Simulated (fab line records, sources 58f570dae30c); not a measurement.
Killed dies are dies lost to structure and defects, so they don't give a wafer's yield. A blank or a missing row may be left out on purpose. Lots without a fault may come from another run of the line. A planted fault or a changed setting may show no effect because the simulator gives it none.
Split-lot experiment | flow berkeley_cmos170 | 5 lots, 23 wafers read, on a route of 331 steps

THE SPLIT
At UCB170_ACTIVE_COAT_08 (resist thk 900 nm), the setting resist_thk_nm was moved away from the recipe's 900 nm on 7 of the 23 wafers read, by -5.9% to +4.2%. The other wafers ran this setting at the recipe's value.

FROM THE SPLIT TO THE READING: what the file shows between them, 3 steps
- UCB170_ACTIVE_EXPOSE_10: exposes mask ACTIVE, target cd 1200 nm (also split here: dose_mj)
- UCB170_ACTIVE_PEB_11
- UCB170_ACTIVE_DEVELOP_12: develop time 45 s

THE READING
KrF_of_ACTIVE_COAT_08.thk_nm (the simulator's own value, which no gauge read), in nm, at UCB170_ACTIVE_ETCH_15 (etches Si3N4 in CH3F/Ar/O2, stops on SiO2, target depth 242 nm, time 151 s). The file gives no usual value for it. The 16 wafers here that ran the recipe average 722.6 nm, standard deviation 2.3 nm.

wafer  | tool, chamber at the split | resist_thk_nm as run, nm | against the recipe | KrF_of_ACTIVE_COAT_08.thk_nm, nm | against lot-mates on the recipe
L075.1 | litho_track-03, 0          | 900                      | recipe             | 720.2                            | -
L075.3 | litho_track-03, 0          | 900                      | recipe             | 723.4                            | -
L075.4 | litho_track-03, 0          | 846.8                    | -5.9%              | 664.6                            | -57.2
L075.5 | litho_track-03, 0          | 846.8                    | -5.9%              | 671.9                            | -49.9
L075.6 | litho_track-03, 0          | 846.8                    | -5.9%              | 670.1                            | -51.7
L076.2 | litho_track-01, 0          | 937.9                    | +4.2%              | 765.4                            | +40.0
L076.3 | litho_track-01, 0          | 937.9                    | +4.2%              | 760.3                            | +34.9
L076.4 | litho_track-01, 0          | 900                      | recipe             | 723.1                            | -
L076.5 | litho_track-01, 0          | 900                      | recipe             | 725                              | -
L076.6 | litho_track-01, 0          | 900                      | recipe             | 728                              | -
L082.2 | litho_track-03, 0          | 900                      | recipe             | 719.5                            | -
L082.4 | litho_track-03, 0          | 900                      | recipe             | 723.3                            | -
L082.5 | litho_track-03, 0          | 900                      | recipe             | 722.8                            | -
L083.1 | litho_track-01, 0          | 900                      | recipe             | 723.4                            | -
L083.2 | litho_track-01, 0          | 900                      | recipe             | 719.3                            | -
L083.3 | litho_track-01, 0          | 900                      | recipe             | 723.5                            | -
L083.4 | litho_track-01, 0          | 900                      | recipe             | 720.1                            | -
L083.6 | litho_track-01, 0          | 900                      | recipe             | 724.6                            | -
L084.2 | litho_track-03, 0          | 900                      | recipe             | 722.1                            | -
L084.3 | litho_track-03, 0          | 873.3                    | -3.0%              | 696.8                            | -25.1
L084.4 | litho_track-03, 0          | 873.3                    | -3.0%              | 693.7                            | -28.2
L084.5 | litho_track-03, 0          | 900                      | recipe             | 723.9                            | -
L084.6 | litho_track-03, 0          | 900                      | recipe             | 719.7                            | -

THE FIT
A straight line over all 23 wafers: KrF_of_ACTIVE_COAT_08.thk_nm changes by +9.23 nm for each +1% of resist_thk_nm; r = +0.99; the points scatter about the line by 2.5 nm.
The same after taking each lot's own level away (the mean of its wafers on the recipe; 23 wafers): +8.94 nm for each +1%; r = +1.00; scatter 2.2 nm.
On that fit, the largest move of resist_thk_nm shifts the reading by 53 nm.
The lots' own levels span 721.80 to 725.37 nm, that is 1.6 times the standard deviation above.
So the lot-to-lot level changes the slope little: the two slopes agree.
Check: with one of the wafers moved furthest among these (-5.9%) left out of the fit, the line predicts -51.6 nm for it against its lot-mates. It came out at -57.2 nm against them.

OTHER SPLITS ON THESE WAFERS
These wafers also went through other splits before the reading. Each is held against what the fit with the lots' levels taken away leaves over:
other split on the same wafers   | wafers away from the commonest value | r with KrF_of_ACTIVE_COAT_08.thk_nm (lot level and that fit taken away)
UCB170_NWELL_OXIDATION_01 temp_c | 18                                   | +0.01
UCB170_PWELL_PEB_11 peb_temp_c   | 8                                    | -0.01
UCB170_PWELL_ETCH_14 rf_w        | 10                                   | +0.03
UCB170_ACTIVE_EXPOSE_10 dose_mj  | 2                                    | +0.11

THE WHOLE CHAIN: every reading that the file lists as answering this split, in the file's order
step                   | what it does                                                               | reading                                                                       | change (the file's fit)              | r (the file's)
UCB170_ACTIVE_COAT_08  | resist thk 900 nm                                                          | KrF_of_ACTIVE_COAT_08.thk_nm (the simulator's own value, which no gauge read) | +8.98 nm for each +1% of the setting | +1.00
UCB170_ACTIVE_ETCH_15  | etches Si3N4 in CH3F/Ar/O2, stops on SiO2, target depth 242 nm, time 151 s | KrF_of_ACTIVE_COAT_08.thk_nm (the simulator's own value, which no gauge read) | +8.94 nm for each +1% of the setting | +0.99
UCB170_ACTIVE_STRIP_16 | strips in O2                                                               | strip_time_to_endpoint_s                                                      | withheld for each +1% of the setting | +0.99

THE FILE'S OWN FIT
KrF_of_ACTIVE_COAT_08.thk_nm changes by +8.94 nm for each +1% of resist_thk_nm, r = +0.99.
